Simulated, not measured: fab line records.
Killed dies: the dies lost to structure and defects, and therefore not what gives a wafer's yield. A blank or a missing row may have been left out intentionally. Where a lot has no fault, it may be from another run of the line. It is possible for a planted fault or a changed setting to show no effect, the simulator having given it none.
Which of the tools did it? :: flow rit cmos :: Sampling: 7 lots, 21 wafers, 2 of 202 route steps

WHAT THE GAUGES READ, wafer by wafer
RIT_GATE_THK_MEAS_09.
lot: L794
measured: day 2 22:12
on: film metro-04
GATE_POLY_THK (nm): 249.7 250.1 249.9

lot: L798
measured: day 3 14:28
on: film metro-01
GATE_POLY_THK (nm): 220.6 219.4 220.8

lot: L801
measured: day 4 04:05
on: film metro-04
GATE_POLY_THK (nm): 253.8 249.6 252.8

lot: L808
measured: day 5 13:43
on: film metro-01
GATE_POLY_THK (nm): 250.8 249.2 248.3

lot: L811
measured: day 6 05:01
on: film metro-04
GATE_POLY_THK (nm): 252.5 252.0 252.7

lot: L814
measured: day 6 20:19
on: film metro-03
GATE_POLY_THK (nm): 251.2 250.5 250.7

lot: L816
measured: day 7 06:28
on: film metro-01
GATE_POLY_THK (nm): 250.4 249.7 248.2

EACH LOT AND THE TOOL THAT RAN IT (in order: tool; ch and the chambers of the sampled wafers; start)
lot: L794
RIT_GATE_CVD_08: lpcvd-02 ch 0, day 2 20:35

lot: L798
RIT_GATE_CVD_08: lpcvd-02 ch 1, day 3 12:49

lot: L801
RIT_GATE_CVD_08: lpcvd-01 ch 1, day 4 02:27

lot: L808
RIT_GATE_CVD_08: lpcvd-01 ch 1, day 5 12:05

lot: L811
RIT_GATE_CVD_08: lpcvd-01 ch 0, day 6 03:23

lot: L814
RIT_GATE_CVD_08: lpcvd-02 ch 1, day 6 18:41

lot: L816
RIT_GATE_CVD_08: lpcvd-01 ch 0, day 7 04:51
- RIT_GATE_CVD_08: deposits poly-Si from SiH4, target thk 250 nm, time 2220 s.

THE ANSWER, worked out from the rows above alone
Rule: the usual values come from the lots themselves. Put in order of their means at a reading, lots are off if they are a third of the lots or fewer, leave a main group of 4 or more, and stand apart from it by a gap of 3 or more times the standard deviation of the main group's means; of several such gaps the widest counts. Not used: any main group whose means are identical at the precision the tables above print for the reading. A lot without any number at a reading at which 4 lots or more have one is off too. The other lots that the step has rows for count as sound.
Off: L798, seen at RIT_GATE_THK_MEAS_09 (GATE_POLY_THK). Mean 250.7 nm and standard deviation 1.2 in the main group.
A tool fits if, at a process step before that reading, it ran every lot that is off, and no sound lot after the first of them. Gauges at RIT_GATE_THK_MEAS_09: tried the same way as those tools. No candidate that was tried fits.

WHAT WAS PUT IN BY THE SIMULATOR
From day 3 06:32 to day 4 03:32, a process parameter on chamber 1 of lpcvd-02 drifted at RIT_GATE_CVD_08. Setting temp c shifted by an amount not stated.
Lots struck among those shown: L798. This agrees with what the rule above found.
